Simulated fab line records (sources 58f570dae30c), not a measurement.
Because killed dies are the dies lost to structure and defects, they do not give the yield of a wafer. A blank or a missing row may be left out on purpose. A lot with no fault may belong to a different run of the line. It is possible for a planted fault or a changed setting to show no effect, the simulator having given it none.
Split-lot experiment | flow berkeley-cmos170 | 23 wafers read across 5 lots, on a route 331 steps long

== THE SPLIT ITSELF ==
At UCB170_ACTIVE_CVD_05 (deposits Si3N4 from SiH2Cl2/NH3, target thk 220 nm, time 3300 s), the setting time-s was moved away from the recipe's 3300 s on 10 of the 23 wafers read, by -5.1% to +10.7%. This setting was run at the recipe's value on the other wafers.

The file shows no step between the split and the reading.

== THE READING ==
ACTIVE_NITRIDE_THK at UCB170_ACTIVE_THK_MEAS_06, in nm. On this fab line, fault-free wafers typically give 220.6 nm with a standard deviation of 1.7 nm.

wafer  | tool, chamber at the split | time-s as run, s | against the recipe | ACTIVE_NITRIDE_THK, nm | against lot-mates on the recipe
L075.1 | -, -                       | 3133             | -5.1%              | 206.4                  | no lot-mate on the recipe
L075.2 | -, -                       | 3133             | -5.1%              | 207.5                  | no lot-mate on the recipe
L075.3 | -, -                       | 3133             | -5.1%              | 207.4                  | no lot-mate on the recipe
L075.4 | -, -                       | 3133             | -5.1%              | 208.6                  | no lot-mate on the recipe
L075.5 | -, -                       | 3133             | -5.1%              | 207.3                  | no lot-mate on the recipe
L077.1 | -, -                       | 3300             | recipe             | 219.8                  | -
L077.2 | -, -                       | 3300             | recipe             | 222.7                  | -
L077.4 | -, -                       | 3300             | recipe             | 220.5                  | -
L077.5 | -, -                       | 3300             | recipe             | 222.3                  | -
L077.6 | -, -                       | 3300             | recipe             | 221.0                  | -
L078.1 | lpcvd-02, 1                | 3300             | recipe             | 219.2                  | -
L078.3 | lpcvd-02, 1                | 3300             | recipe             | 221.6                  | -
L078.6 | lpcvd-02, 1                | 3300             | recipe             | 220.6                  | -
L081.1 | -, -                       | 3300             | recipe             | 219.9                  | -
L081.2 | -, -                       | 3300             | recipe             | 223.6                  | -
L081.3 | -, -                       | 3300             | recipe             | 221.0                  | -
L081.5 | -, -                       | 3300             | recipe             | 224.2                  | -
L081.6 | -, -                       | 3300             | recipe             | 219.8                  | -
L085.1 | -, -                       | 3653             | +10.7%             | 245.0                  | no lot-mate on the recipe
L085.3 | -, -                       | 3653             | +10.7%             | 244.4                  | no lot-mate on the recipe
L085.4 | -, -                       | 3653             | +10.7%             | 243.5                  | no lot-mate on the recipe
L085.5 | -, -                       | 3653             | +10.7%             | 244.7                  | no lot-mate on the recipe
L085.6 | -, -                       | 3653             | +10.7%             | 243.7                  | no lot-mate on the recipe

FIT RESULTS
A straight line over all 23 wafers: ACTIVE_NITRIDE_THK changes by +2.29 nm for each +1% of time-s; r = +0.99; the points scatter about the line by 1.6 nm.
Too few moved wafers with a lot-mate on the recipe to fit a line net of each lot's own level.

== THE WHOLE CHAIN: every reading that the file lists as answering this split, in the file's order ==
step                      | what it does                                                    | reading                                                                        | change (the file's fit)              | r (the file's)
UCB170_ACTIVE_CVD_05      | deposits Si3N4 from SiH2Cl2/NH3, target thk 220 nm, time 3300 s | Si3N4_of_ACTIVE_CVD_05.thk-nm (the simulator's own value, which no gauge read) | +2.29 nm for each +1% of the setting | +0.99
UCB170_ACTIVE_THK_MEAS_06 |                                                                 | ACTIVE_NITRIDE_THK                                                             | +2.29 for each +1% of the setting    | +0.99

== THE FILE'S OWN FIT ==
ACTIVE_NITRIDE_THK changes by +2.29 nm for each +1% of time-s, r = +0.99.
